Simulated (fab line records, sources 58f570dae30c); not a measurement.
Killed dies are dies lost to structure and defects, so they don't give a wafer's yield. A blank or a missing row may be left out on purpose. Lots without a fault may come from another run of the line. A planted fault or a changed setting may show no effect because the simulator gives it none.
One fault seen from 2 desks | flow berkeley_cmos170 | each desk has only its own numbers; what lay behind them comes last

THE TOOL OWNER'S DESK: pvd_sputter-03
The tool's own readings at UCB170_M3_SPUTTER_01 (material Al, target thk 900 nm, time 120 s): means of the sampled wafers that have a number, for each lot that ran on this tool. A lot is out of limits, marked OUT, if its mean lies more than 4 standard deviations from the usual mean; the brackets give that distance.
Columns: A = throttle_valve_pct at UCB170_M3_SPUTTER_01, usual 30.2 %
lot  | first seen here | A
L285 | day 9 15:49     | 31.3
L288 | day 10 05:58    | 31.5
L293 | day 10 16:14    | 31.1
L294 | day 11 02:03    | 30.7
L296 | day 12 02:58    | 31.4
This desk's finding: nothing out of limits on any of the 5 lots.

THE METROLOGY DESK
What the gauges read, lot by lot, whatever tool the lot ran on: means of the sampled wafers that have a number. A lot is out of limits, marked OUT, if its mean lies more than 4 standard deviations from the usual mean; the brackets give that distance.
Columns: A = M3_AL_RS at UCB170_M3_RS_MEAS_02, usual 0.0322 ohm/sq; B = M3_AL_THK at UCB170_M3_THK_MEAS_03, usual 897 nm; C = cd_nm at UCB170_M3_CD_MEAS_15, usual 700.0 nm
lot  | first seen here | A                | B              | C
L280 | day 8 03:36     | 0.0322           | 896            | 699.3
L282 | day 8 17:12     | 0.0322           | 895            | 698.8
L283 | day 9 03:29     | 0.0323           | 899            | 699.3
L285 | day 9 15:55     | 0.0324           | 890            | 700.1
L287 | day 10 05:50    | 0.0327           | 882            | 699.4
L288 | day 10 06:05    | 0.0321           | 898            | 700.3
L289 | day 10 10:51    | 0.0322           | 901            | 701.3
L293 | day 10 16:19    | 0.0325           | 891            | 698.9
L292 | day 10 16:29    | 0.0318           | 909            | 700.5
L294 | day 11 02:08    | 0.0279 (-13) OUT | 1099 (+20) OUT | 699.9
L296 | day 12 03:04    | 0.0277 (-14) OUT | 1105 (+21) OUT | 699.0
L297 | day 12 03:20    | 0.0325           | 898            | 701.1
L298 | day 12 03:37    | 0.0327           | 880            | 698.7
L299 | day 12 09:02    | 0.0316           | 920            | 697.3
This desk's finding: out of limits on L294, L296; first on L294, day 11 02:08 (M3_AL_RS at UCB170_M3_RS_MEAS_02). In limits: L280, L282, L283, L285, L287, L288, L289, L293, L292, L297, L298, L299.

PUT TOGETHER
The metrology desk could have raised an alarm at day 11 02:08, on L294, L296.
The tool owner's desk saw nothing out of limits.
The tool owner's desk has L294, L296 on record, within its limits.
Of the lots named, all ran UCB170_M3_SPUTTER_01 on pvd_sputter-03.

WHAT THE SIMULATOR HAD PUT IN
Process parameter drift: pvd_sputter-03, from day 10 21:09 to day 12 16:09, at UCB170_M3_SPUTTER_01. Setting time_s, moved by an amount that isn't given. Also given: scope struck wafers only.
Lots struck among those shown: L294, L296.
Hours from the fault's start to each desk's first reading out of limits: the metrology desk, 5.
